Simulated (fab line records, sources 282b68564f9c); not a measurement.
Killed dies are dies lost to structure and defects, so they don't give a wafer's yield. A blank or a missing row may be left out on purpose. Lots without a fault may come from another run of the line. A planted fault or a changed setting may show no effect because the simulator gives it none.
A struck lot beside a sound one | flow rit_cmos | 30 steps out of a route of 202
Sound: wafers L169.1, L169.3, L169.6. Struck: wafers L176.1, L176.3, L176.6. The cause comes at the end.
At each step with rows: each side's tool, then ch and its chambers, then its first start. Under that, the readings that differ: sound wafers | struck wafers | difference of the means | sigmas: that difference in standard deviations of wafers without a fault.
alike: readings whose means differ by less than 2 such deviations, and words and numbers that are the same on both sides. not compared: withheld readings, readings that some wafer has no value for, bounds like >300 that may hide the same value, and numbers for which the record gives no deviation and whose values overlap.
The two part at a step that has a row with sigmas, a row that says differs or no value, or rows on one side only. Numbers that don't overlap but have no deviation are shown without sigmas and don't part them. A reading that every wafer of one side lacks parts them only if that side has two wafers or more.

RIT_FOX2_THK_MEAS_01:
  sound on film_metro-01, day 2 12:02; struck on film_metro-01, day 4 02:02
  alike: FOX2_OXIDE_THK
then, 2 steps without rows for these wafers: RIT_FOX2_CLEAN_02 (cleans in dHF, time 171.4 s); RIT_FOX2_WET_ETCH_03 (etches Si3N4 in H3PO4, target depth 195 nm, time 2700 s).
RIT_FOX2_THK_MEAS_90:
  sound on film_metro-03, day 2 12:59; struck on film_metro-04, day 4 02:55
  alike: FIELD_OXIDE_LEFT_1_THK
then, 6 steps without rows for these wafers: RIT_NWELL_HMDS_00 (prime time 62.67 s); RIT_NWELL_COAT_01 (resist thk 1300 nm); RIT_NWELL_SOFTBAKE_02 (time 60 s); RIT_NWELL_EXPOSE_03 (exposes mask M2, target cd 43900 nm); RIT_NWELL_PEB_04; RIT_NWELL_DEVELOP_05 (develop time 68 s).
RIT_NWELL_OVL_MEAS_06:
  sound on overlay-02, day 2 13:55; struck on overlay-01, day 4 04:00
  reading        | sound       | struck         | difference | sigmas
  NWELL_OVL (nm) | 2.9 0.2 1.5 | -1.0 -2.2 -1.9 | -3.2       | -2
then, 1 step without rows for these wafers: RIT_NWELL_HARDBAKE_07 (time 120 s).
RIT_NWELL_IMPLANT_08:
  sound on implanter-04 ch 0, day 2 14:12; struck on implanter-04 ch 0, day 4 04:17
  reading            | sound                         | struck                        | difference | sigmas
  dose_ions_cm2      | 4.993e+13 4.997e+13 4.999e+13 | 2.102e+13 2.116e+13 2.105e+13 | -2.889e+13 | -99 or more
  faraday_current_uA | 163 154 155                   | 69 69 65                      | -90        | -29
RIT_NWELL_STRIP_09: strips in O2, time 180 s.
  sound on plasma_asher-04 ch 0,1, day 2 14:21; struck on plasma_asher-03 ch 0,1, day 4 04:26
  alike: drypump_motor_current_A, rf_refl_power_W
  not compared: rf_hours_counter_h
RIT_NWELL_TW_MEAS_10:
  sound on film_metro-04, day 2 14:32; struck on film_metro-03, day 4 04:37
  reading  | sound          | struck         | difference | sigmas
  NWELL_TW | 2187 2191 2180 | 1648 1643 1640 | -542       | -36
then, 6 steps without rows for these wafers: RIT_PWELL_HMDS_00 (prime time 60 s); RIT_PWELL_COAT_01 (resist thk 1300 nm); RIT_PWELL_SOFTBAKE_02 (time 60 s); RIT_PWELL_EXPOSE_03 (exposes mask M3, target cd 43700 nm); RIT_PWELL_PEB_04; RIT_PWELL_DEVELOP_05 (develop time 68 s).
RIT_PWELL_OVL_MEAS_06:
  sound on overlay-02, day 2 15:28; struck on overlay-02, day 4 05:42
  alike: PWELL_OVL
then, 2 steps without rows for these wafers: RIT_PWELL_HARDBAKE_07 (time 120 s); RIT_PWELL_IMPLANT_08.
RIT_PWELL_STRIP_09: strips in O2, time 180 s.
  sound on plasma_asher-02 ch 1, day 2 15:54; struck on plasma_asher-04 ch 0,1, day 4 06:08
  alike: drypump_motor_current_A, rf_refl_power_W
  not compared: rf_hours_counter_h
RIT_PWELL_TW_MEAS_10:
  sound on film_metro-04, day 2 16:05; struck on film_metro-03, day 4 06:19
  alike: PWELL_TW
then, 1 step without rows for these wafers: RIT_WELLDRIVE_ANNEAL_00 (time 14700 s).
RIT_WELLDRIVE_RS_MEAS_01: measures by four-point-probe.
  sound on film_metro-03, day 2 21:46; struck on film_metro-02, day 4 11:38
  reading           | sound             | struck            | difference | sigmas
  NWELL_RS (ohm/sq) | 276.6 275.6 276.8 | 468.8 469.8 469.8 | +193.1     | +99 or more
RIT_WELLDRIVE_RS_MEAS_02: measures by four-point-probe.
  sound on film_metro-03, day 2 21:53; struck on film_metro-02, day 4 11:45
  alike: PWELL_RS
RIT_M1_PROBE_99:
  sound on prober-01, day 4 04:29; struck on prober-02, day 5 16:47
  reading                                 | sound             | struck            | difference | sigmas
  model.etest.pmos_0p3.r_on_ohm_um        | 6280 6346 6441    | 5864 5779 5807    | -539       |
  model.etest.pmos_turned.r_on_ohm_um     | 3439 3509 3563    | 3186 3188 3218    | -306       |
  model.etest.nwell_pinched.rs_ohm_sq     | 334.5 330.8 335.8 | 612.1 603.7 608.7 | +274.5     |
  model.etest.pmos_0p15.r_on_ohm_um       | 2743 2826 2828    | 2598 2590 2663    | -182       |
  model.etest.well_edge_right.line_ohm_um | 181.7 183.4 183.9 | 329.6 330.1 334.5 | +148.4     |
  model.etest.well_edge_left.line_ohm_um  | 185 183.1 184.2   | 329.4 337.3 335.6 | +150.0     |
  model.etest.pmos_0p15.drive_ua_um       | 254.8 246.3 245.5 | 287.2 287.5 284.2 | +37.4      |
  model.etest.pmos_turned.drive_ua_um     | 187.6 180.3 179.8 | 222.5 222.5 220.8 | +39.4      |
  alike: killed_at_M0_to_M3, killed_at_contacts, killed_at_front_end, killed_dies, killed_open, killed_short

WHERE THEY PART
First at RIT_NWELL_OVL_MEAS_06; last, within this record, at RIT_WELLDRIVE_RS_MEAS_01. Later steps at which nothing parts them and some readings are alike: RIT_WELLDRIVE_RS_MEAS_02, RIT_M1_PROBE_99.

WHY: what the simulator had put in
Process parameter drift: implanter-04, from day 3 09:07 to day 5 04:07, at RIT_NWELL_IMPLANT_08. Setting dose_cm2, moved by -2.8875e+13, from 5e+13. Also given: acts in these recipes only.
